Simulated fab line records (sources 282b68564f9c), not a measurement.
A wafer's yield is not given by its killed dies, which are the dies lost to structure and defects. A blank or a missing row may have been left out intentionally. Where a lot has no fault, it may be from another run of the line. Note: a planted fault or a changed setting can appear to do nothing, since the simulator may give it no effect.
Which tool is to blame? | flow ritCmos | 14 lots, 42 wafers sampled, at 1 step of a route of 202

## WHAT THE GAUGES READ, wafer by wafer
No reading from a measuring or inspecting step in the record can be judged against a usual standard deviation.

## TOOL THAT RAN EACH LOT (tool first, then ch and the chambers of the sampled wafers, then the start)
lot  | RIT_SPACER_ETCHBACK_05
L438 | rieDiel-01 ch 0,1,3, day 2 23:08
L439 | rieDiel-03 ch 0,1,3, day 3 02:10
L440 | rieDiel-02 ch 0,2, day 3 09:24
L441 | rieDiel-03 ch 0,2,3, day 3 13:23
L442 | rieDiel-03 ch 0,1, day 3 19:50
L443 | rieDiel-01 ch 0,1,3, day 3 23:18
L444 | rieDiel-02 ch 1,2,3, day 4 03:01
L445 | rieDiel-03 ch 0,2,3, day 4 09:26
L448 | rieDiel-03 ch 0,2, day 4 23:34
L453 | rieDiel-02 ch 0,2,3, day 6 00:20
L454 | rieDiel-02 ch 0,1,3, day 6 05:43
L455 | rieDiel-01 ch 1,2,3, day 6 11:17
L460 | rieDiel-01 ch 0,1, day 7 13:51
L461 | rieDiel-03 ch 2,3, day 7 22:17
- RIT_SPACER_ETCHBACK_05: etches Si3N4 in SF6/CHF3, stops on SiO2, target depth 250 nm, time 230.9 s.

## WHAT THE TOOLS THEMSELVES READ (means of the sampled wafers that have a number; where no wafer has one, the mark that the record gives instead)
RIT_SPACER_ETCHBACK_05.
lot  | tool       | drypumpMotorCurrentA (A) | oesProductAu (a.u.) | rfFwdPowerW (W) | throttleValvePct (%)
L438 | rieDiel-01 | 5.9                      | 0.865               | 249.8           | 10.29
L439 | rieDiel-03 | 5.8                      | 0.860               | 249.3           | 10.26
L440 | rieDiel-02 | 5.4                      | 0.851               | 249.1           | 10.32
L441 | rieDiel-03 | 5.8                      | 0.858               | 249.1           | 10.27
L442 | rieDiel-03 | 5.6                      | 0.854               | 249.8           | 10.33
L443 | rieDiel-01 | 5.9                      | 0.876               | 249.4           | 10.30
L444 | rieDiel-02 | 5.5                      | 0.866               | 248.7           | 10.31
L445 | rieDiel-03 | 5.8                      | 0.866               | 289.0           | 10.28
L448 | rieDiel-03 | 5.6                      | 0.862               | 289.6           | 10.36
L453 | rieDiel-02 | 5.6                      | 0.869               | 249.1           | 10.37
L454 | rieDiel-02 | 5.4                      | 0.866               | 249.0           | 10.35
L455 | rieDiel-01 | 5.9                      | 0.886               | 249.2           | 10.33
L460 | rieDiel-01 | 6.2                      | 0.882               | 249.3           | 10.15
L461 | rieDiel-03 | 6.0                      | 0.867               | 249.2           | 10.20

## THE ANSWER, worked out from the rows above alone
Rule: usual is defined by the lots themselves. Put in order of their means at a reading, lots are off if they are a third of the lots or fewer, leave a main group of 4 or more, and stand apart from it by a gap of 3 or more times the standard deviation of the main group's means; of several such gaps the widest counts. The tables above print the reading to a certain number of digits; a main group whose means all agree to those digits is not used. A lot without any number at a reading at which 4 lots or more have one is off too. All remaining lots with rows at the step are treated as sound. The gauges are gone through in route order, then the tools' own readings, and for those a lot's mean is taken as printed above. The first step at which some lot is off is used, and at that step the reading that is off furthest; a lot without a number counts as furthest.
Off: L445, L448, at RIT_SPACER_ETCHBACK_05 (rfFwdPowerW). For the main group the mean is 249.2 W and the standard deviation 0.3.
If a tool, at that step or one of the process steps before it, ran each lot that is off and ran no sound lot following the first of them, it fits. Of those tried, none fits.

## WHAT THE SIMULATOR HAD INSERTED
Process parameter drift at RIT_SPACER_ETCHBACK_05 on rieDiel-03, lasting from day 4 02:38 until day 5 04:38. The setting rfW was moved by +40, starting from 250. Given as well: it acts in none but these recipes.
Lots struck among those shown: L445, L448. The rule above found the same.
